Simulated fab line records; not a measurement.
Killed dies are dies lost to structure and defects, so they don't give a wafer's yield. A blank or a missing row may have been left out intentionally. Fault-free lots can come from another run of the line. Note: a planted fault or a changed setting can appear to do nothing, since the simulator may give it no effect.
Chamber matching    flow ritCmos    RIT_GATE_ETCH_19 on rieSi-01 has 4 sister chambers
The step etches poly-Si in SF6/CHF3/O2, stops on SiO2, time 165 s, target depth 312.5 nm. 16 wafers are shown with their chamber, then 8 later ones without.

WAFERS, EACH WITH ITS CHAMBER
wafer   chamber  throttleValvePct (%)  drypumpMotorCurrentA (A)  oesProductAu (a.u.)
L720.1  0        9.91                  5.52                      0.877
L720.4  0        9.92                  5.53                      0.886
L720.5  1        10.38                 5.33                      0.843
L722.2  0        9.92                  5.54                      0.870
L722.3  2        10.32                 5.79                      0.869
L722.6  0        9.92                  5.53                      0.866
L724.2  3        10.38                 6.05                      0.869
L724.4  1        10.36                 5.31                      0.842
L724.6  2        10.32                 5.78                      0.871
L726.2  2        10.33                 5.78                      0.866
L726.3  0        9.90                  5.53                      0.872
L726.6  2        10.31                 5.77                      0.867
L734.2  2        10.32                 5.80                      0.874
L734.3  1        10.38                 5.32                      0.843
L734.5  3        10.38                 6.07                      0.869
L738.1  1        10.37                 5.29                      0.847

SIGNATURES, as means of the wafers listed above
reading               chamber 0  chamber 1  chamber 2  chamber 3  scatter within a chamber
throttleValvePct      9.9140     10.3725    10.3200    10.3800    0.00814
drypumpMotorCurrentA  5.5300     5.3125     5.7840     6.0600     0.0122
oesProductAu          0.87420    0.84375    0.86940    0.86900    0.00494
Rule: for each reading, subtract the chamber's mean from the wafer's reading, divide by that reading's scatter and square the result; add these up over the readings and take the root, which gives the wafer's distance from the chamber. If the next closest chamber is less than 2 further off than the closest, the wafer can't be placed; otherwise it belongs to the closest. How the scatter is found: for the shown wafers, subtract from each reading the mean of its chamber, square and add these, divide the total by (wafers less chambers), then take the root.

WAFERS WITHOUT THEIR CHAMBER
wafer   throttleValvePct (%)  drypumpMotorCurrentA (A)  oesProductAu (a.u.)
L738.3  9.91                  5.52                      0.887
L738.4  10.37                 6.10                      0.873
L740.1  10.37                 6.04                      0.864
L740.3  10.31                 5.81                      0.876
L740.5  10.33                 5.81                      0.859
L742.4  10.39                 6.05                      0.870
L742.5  10.37                 6.06                      0.857
L742.6  9.91                  5.51                      0.880

CHAMBER TAKEN BY EACH
wafer   from the rows above  in truth
L738.3  0                    0
L738.4  3                    3
L740.1  3                    3
L740.3  2                    2
L740.5  2                    2
L742.4  3                    3
L742.5  3                    3
L742.6  0                    0
8 of 8 placed correctly. Not placeable from these rows: 0. Wrongly placed: 0.
